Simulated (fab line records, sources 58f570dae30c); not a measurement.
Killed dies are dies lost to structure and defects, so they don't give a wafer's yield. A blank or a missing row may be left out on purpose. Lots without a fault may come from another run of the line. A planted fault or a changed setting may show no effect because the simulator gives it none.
A struck lot beside a sound one | flow berkeley_cmos170 | 16 steps out of a route of 331
Sound: wafers L906.1, L906.2, L906.5. Struck: wafer L913.5. (L913.4, L913.6 of the same lot were not struck and are left out.) The cause comes at the end.
At each step with rows: each side's tool, then ch and its chambers, then its first start. Under that, the readings that differ: sound wafers | struck wafers | difference of the means | sigmas: that difference in standard deviations of wafers without a fault.
alike: readings whose means differ by less than 2 such deviations, and words and numbers that are the same on both sides. not compared: withheld readings, readings that some wafer has no value for, bounds like >300 that may hide the same value, and numbers for which the record gives no deviation and whose values overlap.
The two part at a step that has a row with sigmas, a row that says differs or no value, or rows on one side only. Numbers that don't overlap but have no deviation are shown without sigmas and don't part them. A reading that every wafer of one side lacks parts them only if that side has two wafers or more.

UCB170_V1_CMP_02: polishes SiO2.
  sound on cmp-02 ch 0,2, day 9 00:32; struck on cmp-02 ch 3, day 10 08:40
  alike: motor_current_A
UCB170_V1_BOW_MEAS_03:
  sound on film_metro-04, day 9 00:47; struck on film_metro-04, day 10 08:52
  alike: V1_BOW
UCB170_V1_THK_MEAS_04:
  sound on film_metro-04, day 9 00:54; struck on film_metro-04, day 10 08:58
  alike: V1_POLISHED_THK
then, 7 steps without rows for these wafers: UCB170_V1_CLEAN_05 (cleans in DIW); UCB170_V1_HMDS_06 (prime time 60 s); UCB170_V1_COAT_07 (resist thk 900 nm); UCB170_V1_SOFTBAKE_08 (time 60 s); UCB170_V1_EXPOSE_09 (exposes mask VIA1, target cd 700 nm); UCB170_V1_PEB_10; UCB170_V1_DEVELOP_11 (develop time 45 s).
UCB170_V1_CD_MEAS_12: target cd 700 nm.
  sound on cd_sem-02, day 9 02:06; struck on cd_sem-01, day 10 11:28
  alike: cd_nm
UCB170_V1_OVL_MEAS_13:
  sound on overlay-01, day 9 02:13; struck on overlay-02, day 10 11:32
  alike: V1_OVL
UCB170_V1_ETCH_14: etches SiO2 in CHF3/CF4/Ar, stops on Al, target depth 1250 nm, time 291 s.
  sound on rie_diel-02 ch 2,3, day 9 02:16; struck on rie_diel-04 ch 0, day 10 11:39
  reading                             | sound             | struck | difference | sigmas
  oes_product_au (a.u.)               | 0.851 0.863 0.862 | 0.827  | -0.032     | -3
  run_length_s (s)                    | 319.5 319.6 319.3 | 357.6  | +38.1      | +99 or more
  model.KrF_of_V1_COAT_07.thk_nm (nm) | 607.1 611.6 611.2 | 571.1  | -38.9      |
  alike: drypump_motor_current_A, throttle_valve_pct
  not compared: rf_hours_counter_h
UCB170_V1_STRIP_15: strips in O2.
  sound on plasma_asher-02 ch 0,1, day 9 02:26; struck on plasma_asher-01 ch 1, day 10 11:46
  reading                      | sound             | struck | difference | sigmas
  strip_time_to_endpoint_s (s) | 15.24 15.36 15.35 | 14.39  | -0.93      | -8
  alike: drypump_motor_current_A, oes_product_au
  not compared: rf_hours_counter_h
UCB170_V1_CD_MEAS_90: target cd 700 nm.
  sound on cd_sem-02, day 9 02:32; struck on cd_sem-01, day 10 11:53
  reading    | sound             | struck | difference | sigmas
  cd_nm (nm) | 701.2 699.6 700.5 | 702.9  | +2.5       | +2
UCB170_M3_PROBE_99:
  the record has rows for the struck wafers here (prober-01, day 10 22:10) and none for the sound ones

WHERE THEY PART
First at UCB170_V1_ETCH_14; last, within this record, at UCB170_M3_PROBE_99.

WHY: what the simulator had put in
Process parameter drift: rie_diel-04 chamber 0, from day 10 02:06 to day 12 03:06, at UCB170_V1_ETCH_14. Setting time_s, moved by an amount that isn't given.
